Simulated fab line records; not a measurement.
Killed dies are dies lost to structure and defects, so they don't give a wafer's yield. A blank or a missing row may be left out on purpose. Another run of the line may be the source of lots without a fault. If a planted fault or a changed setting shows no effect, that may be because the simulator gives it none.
Matching of chambers / flow berkeley-cmos170 / pecvd-01 running UCB170_V2_CVD_00: 3 sister chambers
The step deposits SiO2 from TEOS/O2, target thk 2000 nm, time 250 s. 3 wafers are shown with their chamber, then 7 later ones without.

## WAFERS WITH THEIR CHAMBER
wafer=L738.5; chamber=1; heater-power-w (W)=385
wafer=L743.1; chamber=0; heater-power-w (W)=257
wafer=L743.2; chamber=2; heater-power-w (W)=265

## WAFERS MISSING THEIR CHAMBER
wafer=L743.5; heater-power-w (W)=184
wafer=L744.2; heater-power-w (W)=267
wafer=L744.4; heater-power-w (W)=192
wafer=L744.5; heater-power-w (W)=182
wafer=L750.1; heater-power-w (W)=257
wafer=L750.3; heater-power-w (W)=383
wafer=L750.6; heater-power-w (W)=278

## CHAMBER TAKEN BY EACH
wafer=L743.5; from the rows above=can't be placed: 0 or 2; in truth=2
wafer=L744.2; from the rows above=can't be placed: 2 or 0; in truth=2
wafer=L744.4; from the rows above=can't be placed: 0 or 2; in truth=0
wafer=L744.5; from the rows above=can't be placed: 0 or 2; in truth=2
wafer=L750.1; from the rows above=can't be placed: 0 or 2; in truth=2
wafer=L750.3; from the rows above=1; in truth=1
wafer=L750.6; from the rows above=can't be placed: 2 or 0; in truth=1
Correct placement for 1 of the 7. Cannot be placed on the basis of these rows: 6; the candidates contain the true chamber in 5. Placed wrongly: 0.
How it was worked out, from the rows above alone: a wafer's distance from a chamber is the root of the sum, over the readings, of the square of ((its reading less the chamber's mean) divided by the reading's scatter). If the next closest chamber is less than 2 further off than the closest, the wafer can't be placed; otherwise it belongs to the closest. Each chamber's mean is taken over the wafers shown for it. The scatter (one wafer shown for each chamber): square how far every hidden wafer sits from the nearest shown wafer, average those squares and take the square root.
